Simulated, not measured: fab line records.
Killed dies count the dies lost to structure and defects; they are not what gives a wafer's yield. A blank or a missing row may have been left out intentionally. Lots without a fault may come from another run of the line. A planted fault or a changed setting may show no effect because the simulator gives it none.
fab line records	flow berkeley-cmos170
record: lots: 14	wafers: 42	last-day: 13
route steps=331 shown NWELL@26 PWELL@37 ACTIVE@70
lots that met no fault: from a run of the same line without faults
start-h: start of the lot's first displayed wafer, in hours after the record's first day	wait-h: hours from the lot's prior step to this one	" same as the row above	L1.1+2: several wafers, shown together as one row	- no value present, or no start provided	* or withheld: withheld	< > ~ a bound
route shown NAME@n: a module of which the file shows steps, and the number in the route of the first	usual: mean and standard deviation over wafers with no fault	same: alike in all rows	chamber/n: place in a boat	sites: per-site readings	_std_site: the standard deviation of these	_edge_site: the outer-site mean with the inner-site mean subtracted	radius-mm: how far each site lies from the wafer's centre	mask NAME#n: copy n	behind: the tool/chamber that last shaped the wafer	hold: why the lot was held/for how many hours/how that ended	device: the transistor (n, p or np) that didn't switch	end of line: the tests these same wafers got at the end of their route	step lacking rows: just its recipe	killed: dies that structure and defects cost at the first sort, which is not the same as the wafer's yield	map: per-die view of a wafer (x killed, . not killed, _ where there is no die)
set.NAME: the run value of the setting; set.NAME@STEP: its run value at that earlier step	model.NAME: the simulator's own value behind a step, which no gauge read
one table for each step of the route and one row for each wafer, over a sample of lots
services: from which hour (start-h, from the record's first day; less than 0 if before it) a tool's chamber was out of use, for how many hours, and why
== steps ==
step: UCB170_NWELL_OVL_MEAS_12
usual: NWELL_OVL: -2/6.9
lot.wafer	tool	chamber	start-h	wait-h	NWELL_OVL[nm]
L501.1	overlay-01	-	45.01	-	0
L501.2	"	-	"	"	3
L501.3	"	-	"	"	-5
L503.1	overlay-01	-	45.13	-	5
L503.2	"	-	"	"	2
L503.3	"	-	"	"	3
L502.4	overlay-01	-	45.42	-	5
L502.5	"	-	"	"	0
L502.6	"	-	"	"	2
L505.2	overlay-01	-	60.70	-	2
L505.4	"	-	"	"	0
L505.5	"	-	"	"	0
L510.2	overlay-02	-	87.74	-	-9
L510.4	"	-	"	"	-4
L510.6	"	-	"	"	-11
L513.1	overlay-02	-	96.40	-	10
L513.3	"	-	"	"	3
L513.6	"	-	"	"	9
L514.1	overlay-02	-	104.28	-	-18
L514.3	"	-	"	"	-13
L514.6	"	-	"	"	-11
L515.2	overlay-01	-	104.28	-	2
L515.3	"	-	"	"	3
L515.6	"	-	"	"	9
L516.3	overlay-01	-	113.70	-	-4
L516.5	"	-	"	"	-9
L516.6	"	-	"	"	-8
L517.1	overlay-01	-	120.96	-	-10
L517.2	"	-	"	"	-10
L517.5	"	-	"	"	-11
L518.1	overlay-02	-	121.03	-	-12
L518.2	"	-	"	"	-2
L518.6	"	-	"	"	-10
L521.1	overlay-01	-	141.82	-	0
L521.3	"	-	"	"	6
L521.5	"	-	"	"	5
L520.1	overlay-02	-	142.40	-	-8
L520.2	"	-	"	"	-7
L520.3	"	-	"	"	-4
L522.2	overlay-01	-	150.28	-	10
L522.3	"	-	"	"	0
L522.4	"	-	"	"	6
step: UCB170_PWELL_THK_MEAS_03
recipe: reads: SiO2_of_PWELL_OXIDATION_02
usual: PWELL_OXIDE_THK: 26.1/0.49
lot.wafer	tool	chamber	start-h	wait-h	PWELL_OXIDE_THK[nm]
L501.1	film-metro-02	-	56.37	0.0	26.4
L501.2	"	-	"	"	25.8
L501.3	"	-	"	"	26.2
L502.4	film-metro-03	-	56.40	0.0	25.4
L502.5	"	-	"	"	25.6
L502.6	"	-	"	"	25.8
L503.1	film-metro-02	-	56.43	0.1	25.4
L503.2	"	-	"	"	25.8
L503.3	"	-	"	"	25.5
L505.2	film-metro-03	-	73.06	0.0	25.4
L505.4	"	-	"	"	26.0
L505.5	"	-	"	"	26.0
L510.2	film-metro-04	-	96.36	0.1	27.2
L510.4	"	-	"	"	26.8
L510.6	"	-	"	"	27.6
L513.1	film-metro-04	-	106.22	0.1	26.3
L513.3	"	-	"	"	26.1
L513.6	"	-	"	"	26.2
L514.1	film-metro-04	-	115.02	0.0	25.6
L514.3	"	-	"	"	25.4
L514.6	"	-	"	"	25.9
L515.2	film-metro-02	-	115.03	0.0	26.6
L515.3	"	-	"	"	26.5
L515.6	"	-	"	"	25.9
L516.3	film-metro-02	-	125.49	0.0	25.6
L516.5	"	-	"	"	25.2
L516.6	"	-	"	"	25.4
L517.1	film-metro-03	-	132.24	0.0	25.5
L517.2	"	-	"	"	26.2
L517.5	"	-	"	"	25.4
L518.1	film-metro-04	-	132.24	0.0	25.8
L518.2	"	-	"	"	25.7
L518.6	"	-	"	"	25.1
L520.1	film-metro-04	-	153.97	0.0	26.2
L520.2	"	-	"	"	26.2
L520.3	"	-	"	"	25.9
L521.1	film-metro-02	-	153.97	0.0	25.8
L521.3	"	-	"	"	25.8
L521.5	"	-	"	"	25.8
L522.2	film-metro-04	-	162.02	0.0	26.1
L522.3	"	-	"	"	25.8
L522.4	"	-	"	"	26.2
step: UCB170_PWELL_THK_MEAS_06
recipe: reads: Si3N4_of_PWELL_CVD_05
usual: PWELL_NITRIDE_THK: 220.2/2.1
lot.wafer	tool	chamber	start-h	wait-h	PWELL_NITRIDE_THK[nm]
L501.1	film-metro-04	-	65.35	0.0	221.0
L501.2	"	-	"	"	220.6
L501.3	"	-	"	"	222.1
L503.1	film-metro-02	-	65.35	0.0	224.1
L503.2	"	-	"	"	224.9
L503.3	"	-	"	"	224.2
L502.4	film-metro-03	-	65.38	0.0	220.1
L502.5	"	-	"	"	219.4
L502.6	"	-	"	"	219.5
L505.2	film-metro-04	-	80.56	0.0	221.2
L505.4	"	-	"	"	220.7
L505.5	"	-	"	"	219.4
L510.2	film-metro-02	-	103.93	0.0	220.5
L510.4	"	-	"	"	219.8
L510.6	"	-	"	"	221.3
L513.1	film-metro-03	-	113.29	0.0	219.5
L513.3	"	-	"	"	221.0
L513.6	"	-	"	"	220.7
L514.1	film-metro-04	-	121.84	0.0	215.9
L514.3	"	-	"	"	217.3
L514.6	"	-	"	"	217.3
L515.2	film-metro-02	-	121.85	0.0	219.8
L515.3	"	-	"	"	218.2
L515.6	"	-	"	"	217.5
L516.3	film-metro-03	-	133.73	0.0	219.0
L516.5	"	-	"	"	219.1
L516.6	"	-	"	"	219.5
L517.1	film-metro-04	-	140.60	0.0	219.1
L517.2	"	-	"	"	217.3
L517.5	"	-	"	"	217.6
L518.1	film-metro-03	-	140.60	0.0	220.0
L518.2	"	-	"	"	222.1
L518.6	"	-	"	"	220.5
L520.1	film-metro-03	-	163.53	0.0	221.3
L520.2	"	-	"	"	222.4
L520.3	"	-	"	"	221.1
L521.1	film-metro-02	-	163.53	0.0	217.1
L521.3	"	-	"	"	219.1
L521.5	"	-	"	"	218.3
L522.2	film-metro-02	-	170.25	0.0	219.9
L522.3	"	-	"	"	218.2
L522.4	"	-	"	"	220.8
step: UCB170_ACTIVE_EXPOSE_10
recipe: mask-id: ACTIVE	target-cd-nm: 1200	na: 0.5	sigma-outer: 0.6	source-shape: conventional	dose-mj: 20
usual: exposure-dose-mJ-cm2: 19.981/0.019	focus-offset-nm: 0.0/0.53
lot.wafer	tool	chamber	start-h	wait-h	mask	exposure-dose-mJ-cm2	focus-offset-nm
L502.4	krf-scanner-02	0	98.57	0.2	ACTIVE#0	20.001	0.0
L502.5	"	0	"	"	ACTIVE#0	19.983	-0.2
L502.6	"	0	"	"	ACTIVE#0	19.966	0.0
L503.1	krf-scanner-02	0	98.75	0.1	ACTIVE#0	19.968	0.8
L503.2	"	0	"	"	ACTIVE#0	19.983	1.0
L503.3	"	0	"	"	ACTIVE#0	19.950	1.1
L501.1	krf-scanner-02	-	98.87	0.1	ACTIVE#0	-	-
L501.2	"	-	"	"	ACTIVE#0	-	-
L501.3	"	-	"	"	ACTIVE#0	-	-
L505.2	krf-scanner-01	-	112.36	0.2	ACTIVE#0	-	-
L505.4	"	-	"	"	ACTIVE#0	-	-
L505.5	"	-	"	"	ACTIVE#0	-	-
L510.2	krf-scanner-02	0	137.43	0.1	ACTIVE#0	19.993	0.0
L510.4	"	0	"	"	ACTIVE#0	19.973	0.6
L510.6	"	0	"	"	ACTIVE#0	19.997	0.8
L513.1	krf-scanner-02	0	151.16	0.3	ACTIVE#0	19.978	1.2
L513.3	"	0	"	"	ACTIVE#0	19.959	0.3
L513.6	"	0	"	"	ACTIVE#0	19.980	-0.3
L515.2	krf-scanner-01	0	161.98	0.2	ACTIVE#0	19.977	1.0
L515.3	"	0	"	"	ACTIVE#0	19.981	-0.1
L515.6	"	0	"	"	ACTIVE#0	19.986	0.9
L514.1	krf-scanner-01	0	162.07	0.3	ACTIVE#0	20.014	-0.7
L514.3	"	0	"	"	ACTIVE#0	19.977	-0.5
L514.6	"	0	"	"	ACTIVE#0	19.969	-1.0
L516.3	krf-scanner-01	0	166.38	0.1	ACTIVE#0	19.971	0.1
L516.5	"	0	"	"	ACTIVE#0	19.963	0.2
L516.6	"	0	"	"	ACTIVE#0	20.016	0.8
L518.1	krf-scanner-01	0	179.71	0.1	ACTIVE#0	19.992	0.7
L518.2	"	0	"	"	ACTIVE#0	19.964	0.1
L518.6	"	0	"	"	ACTIVE#0	19.980	0.2
L517.1	krf-scanner-01	0	179.82	0.2	ACTIVE#0	19.973	0.6
L517.2	"	0	"	"	ACTIVE#0	19.986	0.6
L517.5	"	0	"	"	ACTIVE#0	19.970	-0.5
L520.1	krf-scanner-01	0	206.14	0.1	ACTIVE#0	19.962	0.6
L520.2	"	0	"	"	ACTIVE#0	19.950	0.2
L520.3	"	0	"	"	ACTIVE#0	19.972	0.0
L521.1	krf-scanner-01	0	213.57	0.1	ACTIVE#0	19.960	-0.6
L521.3	"	0	"	"	ACTIVE#0	19.970	0.0
L521.5	"	0	"	"	ACTIVE#0	19.955	-0.4
L522.2	krf-scanner-02	0	214.16	0.2	ACTIVE#0	20.001	-0.3
L522.3	"	0	"	"	ACTIVE#0	19.966	-0.3
L522.4	"	0	"	"	ACTIVE#0	19.992	-0.2
== services ==
tool	chamber	start-h	hours	kind
krf-scanner-02	-	75.32	0.8	pm
krf-scanner-02	0	76.50	-	calibration
krf-scanner-02	-	122.84	1.3	pm
krf-scanner-01	-	129.65	0.8	pm
krf-scanner-01	-	147.38	11.6	pm
krf-scanner-02	-	148.66	0.3	repair
krf-scanner-01	-	158.93	1.3	pm
krf-scanner-02	-	179.03	1.0	pm
krf-scanner-01	-	191.35	1.0	pm
== key ==
first-sign: step: UCB170_ACTIVE_EXPOSE_10	reading: tool-record	direction: missing
effect none on later readings
met-at UCB170_ACTIVE_EXPOSE_10
struck-lots L501,L505
later-rows-left-out L501.1,L501.2,L501.3,L505.2,L505.4,L505.5
sort-left-out L501.1,L501.2,L501.3,L505.2,L505.4,L505.5
tester-left-out L501,L505
not-acting-at UCB170_NWELL_OVL_MEAS_12,UCB170_PWELL_THK_MEAS_03,UCB170_PWELL_THK_MEAS_06
onset-between 98.75 98.87
fault: kind: skipped-step-whole	tool: krf-scanner-01,krf-scanner-02	chamber: -	onset-h: 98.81	steps: UCB170_ACTIVE_EXPOSE_10	scope: struck-lots-only
tester-left-out: of these lots the tester's yield and bins aren't shown, on N5 and GAA mostly nor the transistor test; their killed dies are dies lost to structure and defects alone, not to doping, threshold or leakage, so they don't give the yield
sort-left-out: the simulated sort isn't trusted on such a fault, so these wafers' sort isn't shown, and their yield isn't known
later-rows-left-out: the simulator's readings of these wafers behind a module that went badly wrong aren't trusted and aren't shown, but for the sort
